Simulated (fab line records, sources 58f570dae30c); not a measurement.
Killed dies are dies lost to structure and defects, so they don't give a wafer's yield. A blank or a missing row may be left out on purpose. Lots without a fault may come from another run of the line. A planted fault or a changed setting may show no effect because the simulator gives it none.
Which tool did it? | flow berkeley_cmos170 | 14 lots, 40 wafers sampled, at 6 steps of a route of 331

WHAT THE GAUGES READ, wafer by wafer
UCB170_PSD_OVL_MEAS_07.
lot  | measured     | on         | PSD_OVL (nm)
L972 | day 7 23:50  | overlay-02 | 2 -2 6
L970 | day 8 00:23  | overlay-02 | -6 -3 -1
L974 | day 8 10:47  | overlay-02 | 8 0 -1
L973 | day 8 10:42  | overlay-02 | 6 4 -4
L976 | day 9 02:19  | overlay-02 | 1 1 -4
L979 | day 9 09:05  | overlay-01 | 4 11 5
L978 | day 9 09:13  | overlay-02 | -1 -1 -3
L982 | day 9 21:13  | overlay-02 | 7 0 11
L984 | day 10 07:31 | overlay-01 | 1 -1 -10
L985 | day 10 23:59 | overlay-02 | -13
L989 | day 11 19:54 | overlay-02 | -11 1 -5
L991 | day 12 02:49 | overlay-02 | 8 6 -5
L992 | day 12 02:42 | overlay-01 | 6 2 -4
L993 | day 12 11:14 | overlay-02 | -9 6 2

UCB170_SILICIDE_THK_MEAS_03: measures by xrf.
lot  | measured     | on            | SILICIDE_TI_THK (nm)
L972 | day 8 04:57  | film_metro-02 | 30.0 29.7 30.0
L970 | day 8 05:25  | film_metro-01 | 29.5 29.7 29.8
L974 | day 8 15:33  | film_metro-03 | 29.2 29.2 29.8
L973 | day 8 15:12  | film_metro-03 | 29.2 29.3 29.0
L976 | day 9 08:14  | film_metro-02 | 30.1 30.4 30.2
L979 | day 9 15:42  | film_metro-02 | 29.8 29.8 30.3
L978 | day 9 15:34  | film_metro-01 | 29.2 29.3 29.4
L982 | day 10 01:09 | film_metro-03 | 30.0 30.0 30.0
L984 | day 10 11:29 | film_metro-02 | 29.2 29.3 29.2
L985 | day 11 03:58 | film_metro-02 | 29.7
L989 | day 12 00:48 | film_metro-03 | 29.7 30.1 29.5
L991 | day 12 06:47 | film_metro-01 | 29.4 29.3 29.7
L992 | day 12 06:31 | film_metro-03 | 29.9 29.8 29.9
L993 | day 12 15:41 | film_metro-03 | 29.9 29.6 29.6

UCB170_V1_THK_MEAS_01.
lot  | measured     | on            | V1_TEOS_THK (nm)
L972 | day 8 19:56  | film_metro-01 | 1982 1997 2003
L970 | day 8 18:35  | film_metro-01 | 1953 1940 1960
L974 | day 9 01:42  | film_metro-03 | 1992 2006 2009
L973 | day 9 00:22  | film_metro-01 | 1974 1965 2018
L976 | day 9 16:37  | film_metro-01 | 2044 2037 2050
L979 | day 10 02:07 | film_metro-04 | 2004 2031 2050
L978 | day 10 00:54 | film_metro-03 | 1962 2002 2001
L982 | day 10 09:05 | film_metro-03 | 1965 1965 1987
L984 | day 10 22:10 | film_metro-01 | 1954 1742 1801
L985 | day 11 13:58 | film_metro-04 | 1801
L989 | day 12 09:07 | film_metro-03 | 1972 1950 1971
L991 | day 12 19:02 | film_metro-03 | 2018 2007 2032
L992 | day 12 17:43 | film_metro-01 | 1967 1969 2004
L993 | day 12 23:55 | film_metro-04 | 2011 1988 2042

UCB170_V1_THK_MEAS_04.
lot  | measured     | on            | V1_POLISHED_THK (nm)
L972 | day 8 20:25  | film_metro-03 | 1000.0 999.9 999.7
L970 | day 8 19:04  | film_metro-03 | 1001.2 1003.0 999.5
L974 | day 9 02:11  | film_metro-01 | 998.4 1001.7 1000.4
L973 | day 9 00:51  | film_metro-04 | 1000.8 999.3 999.7
L976 | day 9 17:06  | film_metro-03 | 998.3 999.9 1000.2
L979 | day 10 02:35 | film_metro-03 | 1002.0 1000.6 1000.1
L978 | day 10 01:23 | film_metro-03 | 1002.5 1002.0 1001.0
L982 | day 10 09:34 | film_metro-03 | 1000.0 999.9 1000.6
L984 | day 10 22:39 | film_metro-03 | 1001.1 793.4 790.0
L985 | day 11 14:27 | film_metro-01 | 785.0
L989 | day 12 09:36 | film_metro-04 | 1000.5 999.8 999.2
L991 | day 12 19:31 | film_metro-01 | 998.9 1000.1 1000.7
L992 | day 12 18:12 | film_metro-01 | 1001.1 998.3 999.6
L993 | day 13 00:23 | film_metro-01 | 999.8 999.0 1000.2

WHICH TOOL RAN EACH LOT (tool, then ch and the chambers of the sampled wafers, then the start)
lot  | UCB170_PLDD_STRIP_10                 | UCB170_V1_CVD_00
L972 | plasma_asher-03 ch 0,1, day 7 15:58  | pecvd-04 ch 0,1,2, day 8 19:46
L970 | plasma_asher-04 ch 0,1, day 7 16:10  | pecvd-04 ch 1,2, day 8 18:26
L974 | plasma_asher-04 ch 0,1, day 8 00:25  | pecvd-02 ch 0,1,2, day 9 01:33
L973 | plasma_asher-03 ch 0,1, day 8 00:32  | pecvd-04 ch 0,2, day 9 00:13
L976 | plasma_asher-01 ch 0,1, day 8 16:19  | pecvd-02 ch 0,1,2, day 9 16:27
L979 | plasma_asher-01 ch 0,1, day 8 23:40  | pecvd-01 ch 0,2, day 10 01:57
L978 | plasma_asher-03 ch 0,1, day 8 23:55  | pecvd-04 ch 1,2, day 10 00:37
L982 | plasma_asher-01 ch 0,1, day 9 11:00  | pecvd-02 ch 0,1, day 10 08:55
L984 | plasma_asher-03 ch 0,1, day 9 21:23  | pecvd-02 ch 0,1, day 10 22:01
L985 | plasma_asher-01 ch 0, day 10 14:47   | pecvd-02 ch 0, day 11 13:47
L989 | plasma_asher-04 ch 0,1, day 11 12:26 | pecvd-04 ch 0,1,2, day 12 08:58
L991 | plasma_asher-03 ch 0,1, day 11 13:02 | pecvd-01 ch 0,1,2, day 12 18:53
L992 | plasma_asher-01 ch 0,1, day 11 13:10 | pecvd-04 ch 0,1,2, day 12 17:33
L993 | plasma_asher-03 ch 0,1, day 12 00:14 | pecvd-01 ch 0,1, day 12 23:45
- UCB170_PLDD_STRIP_10: strips in O2.
- UCB170_V1_CVD_00: deposits SiO2 from TEOS/O2, target thk 2000 nm, time 250 s.

WHAT THE TOOLS THEMSELVES READ (means of the sampled wafers that have a number; where no wafer has one, the mark that the record gives instead)
UCB170_PLDD_STRIP_10.
lot  | tool            | chamber_pressure_mTorr (mTorr) | drypump_motor_current_A (A) | oes_product_au (a.u.) | strip_time_to_endpoint_s (s)
L972 | plasma_asher-03 | 3499.5                         | 5.7                         | 0.738                 | 21.64
L970 | plasma_asher-04 | 3501.9                         | 6.0                         | 0.736                 | 21.70
L974 | plasma_asher-04 | 3502.2                         | 6.1                         | 0.738                 | 21.67
L973 | plasma_asher-03 | 3498.8                         | 5.7                         | 0.737                 | 21.65
L976 | plasma_asher-01 | 3499.0                         | 5.1                         | 0.730                 | 21.54
L979 | plasma_asher-01 | 3500.4                         | 5.1                         | 0.736                 | 21.65
L978 | plasma_asher-03 | 3498.9                         | 5.7                         | 0.734                 | 21.59
L982 | plasma_asher-01 | 3500.1                         | 5.2                         | 0.733                 | 21.64
L984 | plasma_asher-03 | 3501.3                         | 5.7                         | 0.740                 | 21.60
L985 | plasma_asher-01 | 3502.9                         | 5.2                         | 0.728                 | 21.61
L989 | plasma_asher-04 | 3499.9                         | 6.1                         | 0.733                 | 21.65
L991 | plasma_asher-03 | 3501.9                         | 5.7                         | 0.737                 | 21.61
L992 | plasma_asher-01 | 3500.0                         | 5.2                         | 0.738                 | 21.66
L993 | plasma_asher-03 | 3501.7                         | 5.7                         | 0.733                 | 21.70

UCB170_V1_CVD_00.
lot  | tool     | heater_power_w (W)
L972 | pecvd-04 | 265
L970 | pecvd-04 | 250
L974 | pecvd-02 | 208
L973 | pecvd-04 | 239
L976 | pecvd-02 | 234
L979 | pecvd-01 | 267
L978 | pecvd-04 | 225
L982 | pecvd-02 | 237
L984 | pecvd-02 | 230
L985 | pecvd-02 | 261
L989 | pecvd-04 | 261
L991 | pecvd-01 | 279
L992 | pecvd-04 | 273
L993 | pecvd-01 | 307

THE ANSWER, worked out from the rows above alone
Rule: what is usual is taken from the lots themselves. Put in order of their means at a reading, lots are off if they are a third of the lots or fewer, leave a main group of 4 or more, and stand apart from it by a gap of 3 or more times the standard deviation of the main group's means; of several such gaps the widest counts. A main group whose means are all the same, to the digits that the tables above print for the reading, isn't used. A lot without any number at a reading at which 4 lots or more have one is off too. The other lots that the step has rows for count as sound. The gauges are gone through in route order, then the tools' own readings, and for those a lot's mean is taken as printed above. The first step at which some lot is off is used, and at that step the reading that is off furthest; a lot without a number counts as furthest.
Off: L984, L985, at UCB170_V1_THK_MEAS_01 (V1_TEOS_THK). The main group: mean 1995 nm, standard deviation 26.
A tool fits if, at a process step before that reading, it ran every lot that is off, and no sound lot after the first of them. The gauges at UCB170_V1_THK_MEAS_01 are tried like those tools. One fits: pecvd-02 at UCB170_V1_CVD_00. Its last sound lot is L982 (day 10 08:55), its first lot that is off L984 (day 10 22:01): a fault that began between those two fits.

WHAT THE SIMULATOR HAD PUT IN
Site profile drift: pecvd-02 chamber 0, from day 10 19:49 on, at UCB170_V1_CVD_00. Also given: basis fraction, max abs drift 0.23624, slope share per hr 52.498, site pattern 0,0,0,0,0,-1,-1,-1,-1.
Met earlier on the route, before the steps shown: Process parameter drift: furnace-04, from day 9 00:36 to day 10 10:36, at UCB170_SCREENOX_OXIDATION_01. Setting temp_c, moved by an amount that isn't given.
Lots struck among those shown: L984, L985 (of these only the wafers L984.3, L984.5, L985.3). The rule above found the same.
